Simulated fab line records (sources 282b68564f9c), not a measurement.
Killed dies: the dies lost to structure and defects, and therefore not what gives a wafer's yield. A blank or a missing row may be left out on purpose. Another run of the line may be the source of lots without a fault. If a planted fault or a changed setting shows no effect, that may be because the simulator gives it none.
fab line records | flow rit-cmos
record lots=14 | wafers=42 | last-day=7
route steps=202 shown FOX2@27 WELLDRIVE@50 PRETRO@70
lots that met no fault: from a run of the same line without faults
start-h: hours from the record's opening day to when the first of the lot's shown wafers began | wait-h: hours since the lot's step before | " identical to the entry in the row above | L1.1+2: one row covering several wafers at once | - either no value or no given start | * or withheld: withheld | < > ~ a bound
route shown NAME@n: NAME is a module with steps in the file, n the number in the route of the first one | usual: mean/standard deviation of fault-free wafers | same: alike in all rows | chamber/n: place in a boat | sites: readings site by site | _std_site: the standard deviation of these | _edge_site: mean of outer sites minus mean of inner sites | radius-mm: how far each site lies from the wafer's centre | mask NAME#n: copy n | behind: the last tool/chamber to shape the wafer | hold: reason for holding the lot/hours on hold/outcome of the hold | device: the transistor (n, p or np) that didn't switch | end of line: the tests these same wafers got at the end of their route | a step given without rows: its recipe and nothing more | killed: dies that structure and defects cost at the first sort, which is not the same as the wafer's yield | map: a wafer's dies, x killed, . not, _ none there
set.NAME: the setting as run; set.NAME@STEP: as run at that earlier step | model.NAME: the simulator's own value behind a step, which no gauge read
the route's steps for a sample of lots (tables are steps, rows are wafers)
services: the hour from which a tool's chamber was out of use, counted from the record's first day as start-h (under 0 if before that day), plus the number of hours and why
## steps
# step RIT_FOX2_THK_MEAS_90
# recipe reads=SiO2_of_FOX2_OXIDATION_00
# usual FIELD_OXIDE_LEFT_1_THK=325/6.8
lot.wafer | tool          | chamber | start-h | wait-h | FIELD_OXIDE_LEFT_1_THK[nm]
L152.1    | film-metro-03 | -       | 24.47   | 0.0    | 317
L152.2    | "             | -       | "       | "      | 323
L152.4    | "             | -       | "       | "      | 323
L154.1    | film-metro-03 | -       | 35.38   | 0.0    | 323
L154.3    | "             | -       | "       | "      | 324
L154.5    | "             | -       | "       | "      | 328
L156.3    | film-metro-04 | -       | 44.29   | 0.0    | 337
L156.4    | "             | -       | "       | "      | 331
L156.6    | "             | -       | "       | "      | 332
L157.1    | film-metro-01 | -       | 49.39   | 0.0    | 328
L157.2    | "             | -       | "       | "      | 325
L157.4    | "             | -       | "       | "      | 324
L161.1    | film-metro-04 | -       | 70.72   | 0.0    | 325
L161.3    | "             | -       | "       | "      | 323
L161.4    | "             | -       | "       | "      | 320
L162.1    | film-metro-03 | -       | 74.47   | 0.0    | 327
L162.5    | "             | -       | "       | "      | 331
L162.6    | "             | -       | "       | "      | 336
L164.3    | film-metro-04 | -       | 84.27   | 0.0    | 343
L164.4    | "             | -       | "       | "      | 339
L164.5    | "             | -       | "       | "      | 336
L165.3    | film-metro-03 | -       | 89.35   | 0.0    | 321
L165.4    | "             | -       | "       | "      | 323
L165.6    | "             | -       | "       | "      | 320
L166.3    | film-metro-01 | -       | 94.92   | 0.0    | 329
L166.4    | "             | -       | "       | "      | 322
L166.5    | "             | -       | "       | "      | 321
L169.2    | film-metro-04 | -       | 109.84  | 0.0    | 329
L169.4    | "             | -       | "       | "      | 328
L169.6    | "             | -       | "       | "      | 328
L170.1    | film-metro-01 | -       | 115.91  | 0.0    | 326
L170.3    | "             | -       | "       | "      | 330
L170.6    | "             | -       | "       | "      | 322
L172.1    | film-metro-01 | -       | 126.17  | 0.0    | 322
L172.4    | "             | -       | "       | "      | 320
L172.6    | "             | -       | "       | "      | 323
L173.2    | film-metro-04 | -       | 130.82  | 0.0    | 318
L173.3    | "             | -       | "       | "      | 316
L173.5    | "             | -       | "       | "      | 323
L174.2    | film-metro-03 | -       | 139.33  | 0.0    | 331
L174.5    | "             | -       | "       | "      | 326
L174.6    | "             | -       | "       | "      | 332
# step RIT_WELLDRIVE_ANNEAL_00
# recipe temp-c=1100 | time-s=14700 | ambient=N2
# usual run-length-s=18271/7.2 | spike-tc-centre-C=1102.7/1.6
lot.wafer | tool       | chamber | start-h | wait-h | run-length-s | spike-tc-centre-C
L152.1    | furnace-01 | 0       | 27.63   | 0.1    | 18278        | 1104.1
L152.2    | "          | 0       | "       | "      | 18278        | 1101.3
L152.4    | "          | 0       | "       | "      | 18278        | 1104.8
L154.1    | furnace-01 | 0       | 38.67   | 0.1    | 18285        | 1101.7
L154.3    | "          | 0       | "       | "      | 18285        | 1102.9
L154.5    | "          | 0       | "       | "      | 18285        | 1102.3
L156.3    | furnace-02 | -       | 47.94   | 0.0    | -            | -
L156.4    | "          | -       | "       | "      | -            | -
L156.6    | "          | -       | "       | "      | -            | -
L157.1    | furnace-03 | -       | 53.00   | 0.1    | -            | -
L157.2    | "          | -       | "       | "      | -            | -
L157.4    | "          | -       | "       | "      | -            | -
L161.1    | furnace-03 | 0       | 74.28   | 0.1    | 18263        | 1100.8
L161.3    | "          | 0       | "       | "      | 18263        | 1102.0
L161.4    | "          | 0       | "       | "      | 18263        | 1100.5
L162.1    | furnace-02 | 0       | 78.12   | 0.5    | 18267        | 1104.5
L162.5    | "          | 0       | "       | "      | 18267        | 1102.6
L162.6    | "          | 0       | "       | "      | 18267        | 1103.4
L164.3    | furnace-03 | 0       | 87.68   | 0.0    | 18279        | 1102.0
L164.4    | "          | 0       | "       | "      | 18279        | 1101.3
L164.5    | "          | 0       | "       | "      | 18279        | 1101.1
L165.3    | furnace-03 | 0       | 92.82   | 0.0    | 18266        | 1102.1
L165.4    | "          | 0       | "       | "      | 18266        | 1100.9
L165.6    | "          | 0       | "       | "      | 18266        | 1101.0
L166.3    | furnace-02 | 0       | 99.03   | 0.7    | 18272        | 1103.0
L166.4    | "          | 0       | "       | "      | 18272        | 1103.2
L166.5    | "          | 0       | "       | "      | 18272        | 1102.0
L169.2    | furnace-02 | 0       | 113.55  | 0.4    | 18275        | 1103.1
L169.4    | "          | 0       | "       | "      | 18275        | 1104.2
L169.6    | "          | 0       | "       | "      | 18275        | 1103.6
L170.1    | furnace-03 | 0       | 119.79  | 0.5    | 18277        | 1101.9
L170.3    | "          | 0       | "       | "      | 18277        | 1101.3
L170.6    | "          | 0       | "       | "      | 18277        | 1101.9
L172.1    | furnace-03 | 0       | 129.95  | 0.7    | 18270        | 1101.7
L172.4    | "          | 0       | "       | "      | 18270        | 1102.1
L172.6    | "          | 0       | "       | "      | 18270        | 1101.1
L173.2    | furnace-03 | 0       | 135.03  | 0.8    | 18266        | 1100.6
L173.3    | "          | 0       | "       | "      | 18266        | 1102.1
L173.5    | "          | 0       | "       | "      | 18266        | 1101.6
L174.2    | furnace-02 | 0       | 142.62  | 0.0    | 18266        | 1104.8
L174.5    | "          | 0       | "       | "      | 18266        | 1104.0
L174.6    | "          | 0       | "       | "      | 18266        | 1105.0
# step RIT_PRETRO_OVL_MEAS_06
# usual PRETRO_OVL=0.4/1.5
lot.wafer | tool       | chamber | start-h | wait-h | PRETRO_OVL[nm]
L152.1    | overlay-02 | -       | 35.57   | -      | -0.1
L152.2    | "          | -       | "       | "      | -0.3
L152.4    | "          | -       | "       | "      | -0.5
L154.1    | overlay-02 | -       | 46.73   | -      | 1.3
L154.3    | "          | -       | "       | "      | -0.9
L154.5    | "          | -       | "       | "      | -0.7
L161.1    | overlay-02 | -       | 82.03   | -      | -0.4
L161.3    | "          | -       | "       | "      | 0.0
L161.4    | "          | -       | "       | "      | -0.5
L162.1    | overlay-02 | -       | 86.00   | -      | -1.8
L162.5    | "          | -       | "       | "      | -0.7
L162.6    | "          | -       | "       | "      | -0.2
L164.3    | overlay-02 | -       | 95.74   | -      | -0.7
L164.4    | "          | -       | "       | "      | -2.5
L164.5    | "          | -       | "       | "      | -1.0
L165.3    | overlay-01 | -       | 100.59  | -      | 2.9
L165.4    | "          | -       | "       | "      | 2.1
L165.6    | "          | -       | "       | "      | 1.4
L166.3    | overlay-01 | -       | 106.92  | -      | 1.8
L166.4    | "          | -       | "       | "      | 0.3
L166.5    | "          | -       | "       | "      | 1.0
L169.2    | overlay-01 | -       | 121.56  | -      | 0.0
L169.4    | "          | -       | "       | "      | 2.6
L169.6    | "          | -       | "       | "      | 2.6
L170.1    | overlay-01 | -       | 127.69  | -      | 1.6
L170.3    | "          | -       | "       | "      | -0.3
L170.6    | "          | -       | "       | "      | 0.7
L172.1    | overlay-02 | -       | 137.83  | -      | -0.7
L172.4    | "          | -       | "       | "      | 1.2
L172.6    | "          | -       | "       | "      | 1.1
L173.2    | overlay-01 | -       | 143.15  | -      | 1.6
L173.3    | "          | -       | "       | "      | 1.5
L173.5    | "          | -       | "       | "      | 1.7
L174.2    | overlay-02 | -       | 150.51  | -      | -2.4
L174.5    | "          | -       | "       | "      | -1.5
L174.6    | "          | -       | "       | "      | -1.5
# step RIT_FOX2_THK_MEAS_91
# recipe reads=SiO2_of_FOX2_OXIDATION_00
# usual FIELD_OXIDE_LEFT_2_THK=257/6.7
lot.wafer | tool          | chamber | start-h | wait-h | FIELD_OXIDE_LEFT_2_THK[nm]
L152.1    | film-metro-04 | -       | 36.88   | 0.0    | 249
L152.2    | "             | -       | "       | "      | 255
L152.4    | "             | -       | "       | "      | 255
L154.1    | film-metro-04 | -       | 47.85   | 0.0    | 255
L154.3    | "             | -       | "       | "      | 257
L154.5    | "             | -       | "       | "      | 260
L161.1    | film-metro-01 | -       | 83.14   | 0.0    | 257
L161.3    | "             | -       | "       | "      | 255
L161.4    | "             | -       | "       | "      | 251
L162.1    | film-metro-04 | -       | 87.13   | 0.0    | 259
L162.5    | "             | -       | "       | "      | 263
L162.6    | "             | -       | "       | "      | 267
L164.3    | film-metro-03 | -       | 96.84   | 0.0    | 275
L164.4    | "             | -       | "       | "      | 270
L164.5    | "             | -       | "       | "      | 268
L165.3    | film-metro-01 | -       | 101.72  | 0.0    | 253
L165.4    | "             | -       | "       | "      | 255
L165.6    | "             | -       | "       | "      | 252
L166.3    | film-metro-01 | -       | 108.04  | 0.0    | 261
L166.4    | "             | -       | "       | "      | 253
L166.5    | "             | -       | "       | "      | 252
L169.2    | film-metro-01 | -       | 122.66  | 0.0    | 261
L169.4    | "             | -       | "       | "      | 260
L169.6    | "             | -       | "       | "      | 260
L170.1    | film-metro-01 | -       | 128.81  | 0.0    | 258
L170.3    | "             | -       | "       | "      | 262
L170.6    | "             | -       | "       | "      | 254
L172.1    | film-metro-04 | -       | 138.92  | 0.0    | 254
L172.4    | "             | -       | "       | "      | 252
L172.6    | "             | -       | "       | "      | 255
L173.2    | film-metro-04 | -       | 144.24  | 0.0    | 252
L173.3    | "             | -       | "       | "      | 249
L173.5    | "             | -       | "       | "      | 255
L174.2    | film-metro-04 | -       | 151.60  | 0.0    | 264
L174.5    | "             | -       | "       | "      | 259
L174.6    | "             | -       | "       | "      | 264
## services
tool       | chamber | start-h | hours | kind
furnace-03 | -       | 37.50   | 3.6   | pm
furnace-02 | -       | 43.84   | 3.9   | pm
furnace-02 | -       | 88.29   | 4.0   | pm
furnace-02 | -       | 94.02   | 2.2   | pm
furnace-03 | -       | 97.91   | 2.1   | pm
furnace-01 | -       | 102.39  | 67.7  | pm
## key
first-sign step=RIT_WELLDRIVE_ANNEAL_00 | reading=tool-record | direction=missing
effect none on later readings
met-at RIT_WELLDRIVE_ANNEAL_00
struck-lots L156,L157
later-rows-left-out L156.3,L156.4,L156.6,L157.1,L157.2,L157.4
sort-left-out L156.3,L156.4,L156.6,L157.1,L157.2,L157.4
tester-left-out L156,L157
not-acting-at RIT_FOX2_THK_MEAS_90,RIT_PRETRO_OVL_MEAS_06,RIT_FOX2_THK_MEAS_91
fault kind=skipped-step-whole | tool=furnace-02,furnace-03 | chamber=- | onset-h=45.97 | steps=RIT_WELLDRIVE_ANNEAL_00 | scope=struck-lots-only
# tester-left-out: of these lots the tester's yield and bins aren't shown, on N5 and GAA mostly nor the transistor test; their killed dies are dies lost to structure and defects alone, not to doping, threshold or leakage, so they don't give the yield
# sort-left-out: the simulated sort isn't trusted on such a fault, so these wafers' sort isn't shown, and their yield isn't known
# later-rows-left-out: the simulator's readings of these wafers behind a module that went badly wrong aren't trusted and aren't shown, but for the sort
